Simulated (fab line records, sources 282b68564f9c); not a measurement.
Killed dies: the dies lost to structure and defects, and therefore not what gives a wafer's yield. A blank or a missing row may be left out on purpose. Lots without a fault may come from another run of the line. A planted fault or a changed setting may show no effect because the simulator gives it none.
Struck lot and sound lot, side by side    flow ritCmos    15 out of 202 route steps
Sound: these wafers, L660.1, L660.3, L660.5. Struck: wafers L665.1, L665.5, L665.6. The cause is named last.
For every step that has rows: the tool of each side, followed by ch and its chambers, followed by its first start. Under that, the readings that differ: sound wafers    struck wafers    difference of the means    sigmas: that difference in standard deviations of wafers without a fault.
alike: words and numbers the same on both sides, and readings whose means are apart by under 2 such deviations; not compared: readings that were withheld, readings missing a value for some wafer, numbers with overlapping values and no deviation given by the record, and bounds like >300 which may hide the same value.
A row with sigmas, a row that says differs or no value, or rows on one side alone: a step with any of these is where the two part. When numbers do not overlap yet have no deviation, they are printed without sigmas and do not part them. Lack of a reading on every wafer of one side parts them only where that side has two or more wafers.

first, 5 steps without rows for these wafers: RIT_M1_COAT_04 (resist thk 1300 nm); RIT_M1_SOFTBAKE_05 (time 60 s); RIT_M1_EXPOSE_06 (exposes mask M12, target cd 2600 nm); RIT_M1_PEB_07; RIT_M1_DEVELOP_08 (develop time 68 s).
RIT_M1_CD_MEAS_09: the cd target is 2600 nm.
  sound: cdSem-01 at day 3 08:20; struck: cdSem-01 at day 4 11:53
  alike: cdNm
RIT_M1_OVL_MEAS_10:
  sound: overlay-01 at day 3 08:28; struck: overlay-01 at day 4 12:00
  alike: M1_OVL
then, 1 step without rows for these wafers: RIT_M1_HARDBAKE_11 (time 120 s).
RIT_M1_METAL_ETCH_12: etches Al in Cl2/BCl3, stops on SiO2, time 165 s, target depth 600 nm.
  sound on rieMetal-04 ch 0,1, day 3 08:44; struck on rieMetal-01 ch 0,1, day 4 12:17
  alike: drypumpMotorCurrentA, oesProductAu, throttleValvePct
  not compared: rfHoursCounterH
then, 1 step without rows for these wafers: RIT_M1_STRIP_13 (strips in nmp, time 600 s).
RIT_M1_STRIP_14: strips in O2, time 180 s.
  sound on plasmaAsher-01 ch 0,1, day 3 09:07; struck on plasmaAsher-02 ch 0,1, day 4 12:38
reading                   sound        struck       difference  sigmas
drypumpMotorCurrentA (A)  6.6 6.0 6.6  4.6 6.4 4.6  -1.2        -2
  not compared: rfHoursCounterH
RIT_M1_CD_MEAS_90: the cd target is 2600 nm.
  sound: cdSem-01 at day 3 09:17; struck: cdSem-01 at day 4 12:49
  alike: cdNm
RIT_M1_ANNEAL_15: time 1800 s.
  sound on furnace-02 ch 0, day 3 09:25; struck on furnace-02 ch 0, day 4 12:56
  alike: spikeTcCentreC
RIT_M1_BOW_MEAS_16:
  sound: filmMetro-01 at day 3 10:55; struck: filmMetro-01 at day 4 14:26
  alike: M1_BOW
RIT_M1_PROBE_99:
  sound: prober-01 at day 3 11:02; struck: prober-02 at day 4 14:34
reading                                              sound                 struck                difference  sigmas
model.etest.nmos_0p15.junctionLog10AUm               -13.6 -13.65 -13.5    -10.66 -10.78 -10.86  +2.82       
model.etest.nmosNarrow.offLog10AUm                   -13.13 -13.15 -13.26  -10.66 -10.78 -10.86  +2.41       
model.etest.gateEndArray.leakLog10AUm                -12.83 -12.96 -12.92  -10.58 -10.59 -10.72  +2.27       
model.etest.nmos_0p3.offLog10AUm                     -13.04 -13.14 -13.1   -10.66 -10.78 -10.85  +2.33       
model.etest.pmos_0p15.junctionLog10AUm               -13.82 -13.83 -13.78  -11.66 -11.78 -11.86  +2.04       
model.etest.contactDiodeArray.leakLog10A (angstrom)  -9.47 -9.175 -9.592   -7.372 -7.576 -7.464  +1.942      
model.etest.pmos_0p3.offLog10AUm                     -13.09 -13.08 -13.05  -11.64 -11.74 -11.81  +1.34       
model.etest.selectEdgeDiodeN.leakLog10A (angstrom)   -9.881 -9.698 -9.469  -8.762 -8.703 -8.799  +0.928      
  alike: defectLimitedYield, killedAtContacts, killedAtFrontEnd, killedDies, killedOpen, killedShort, sort_bin_3_pad_short, sort_bin_5_function, sort_bin_6_memory, sortNPass, sortYieldPct

## WHERE THEY PART
Only at RIT_M1_STRIP_14, as far as this record shows. Later steps at which nothing parts them and some readings are alike: RIT_M1_CD_MEAS_90, RIT_M1_ANNEAL_15, RIT_M1_BOW_MEAS_16, RIT_M1_PROBE_99.

WHY: what had been put in by the simulator
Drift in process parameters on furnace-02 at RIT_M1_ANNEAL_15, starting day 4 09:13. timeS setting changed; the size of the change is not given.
